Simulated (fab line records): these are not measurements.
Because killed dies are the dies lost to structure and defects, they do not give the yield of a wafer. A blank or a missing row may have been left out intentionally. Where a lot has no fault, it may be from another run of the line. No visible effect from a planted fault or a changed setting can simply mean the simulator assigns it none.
A single fault, viewed from 2 desks    flow berkeley cmos170    each desk has only its own numbers; what lay behind them comes last

FROM THE METROLOGY DESK
What the gauges read, lot by lot, whatever tool the lot ran on: means of the sampled wafers that have a number. The brackets show how far a lot's mean lies from the usual mean; more than 4 standard deviations puts the lot out of limits, marked OUT.
Columns: A = NWELL_TW at UCB170_NWELL_TW_MEAS_16, usual 1264; B = CONTACT_OVL at UCB170_CONTACT_OVL_MEAS_16, usual 2 nm
lot   first seen here  A     B
L441  day 2 17:05      1270  -1
L442  day 2 17:14      1254  1
L443  day 2 20:26      1262  6
L444  day 2 20:40      1270  6
L446  day 3 08:29      1238  3
L450  day 4 09:56      1264  9
L453  day 4 23:32      1272  6
L454  day 5 07:53      1271  6
L455  day 5 16:56      1272  -1
L456  day 5 17:11      1264  7
L457  day 6 06:19      1262  -2
L461  day 6 23:17      1234  3
L463  day 7 06:02      1263  1
L464  day 7 06:13      1261  -1
Result from this desk: across the 14 lots, nothing is out of limits.

TOOL OWNER'S DESK, rie metal-04
The tool's own readings at UCB170_M3_METAL_ETCH_18 (etches Al in Cl2/BCl3, stops on SiO2, target depth 1170 nm, time 195 s): means of the sampled wafers that have a number, for each lot that ran on this tool. The brackets show how far a lot's mean lies from the usual mean; more than 4 standard deviations puts the lot out of limits, marked OUT.
Columns: A = drypump motor current A at UCB170_M3_METAL_ETCH_18, usual 5.9 A; B = oes product au at UCB170_M3_METAL_ETCH_18, usual 0.851 a.u.; C = throttle valve pct at UCB170_M3_METAL_ETCH_18, usual 24.47 %
lot   first seen here  A    B      C
L442  day 9 10:22      5.5  0.852  24.49
L450  day 11 10:00     5.8  0.885  24.51
L453  day 11 20:50     5.8  0.884  24.51
L461  day 14 04:32     6.0  0.829  24.56
L463  day 14 14:02     6.0  0.830  24.55
Result from this desk: across the 5 lots, nothing is out of limits.

ALL TOGETHER
From the metrology desk's view, nothing was out of limits.
The tool owner's desk saw nothing out of limits.

WHAT THE SIMULATOR HAD PUT IN
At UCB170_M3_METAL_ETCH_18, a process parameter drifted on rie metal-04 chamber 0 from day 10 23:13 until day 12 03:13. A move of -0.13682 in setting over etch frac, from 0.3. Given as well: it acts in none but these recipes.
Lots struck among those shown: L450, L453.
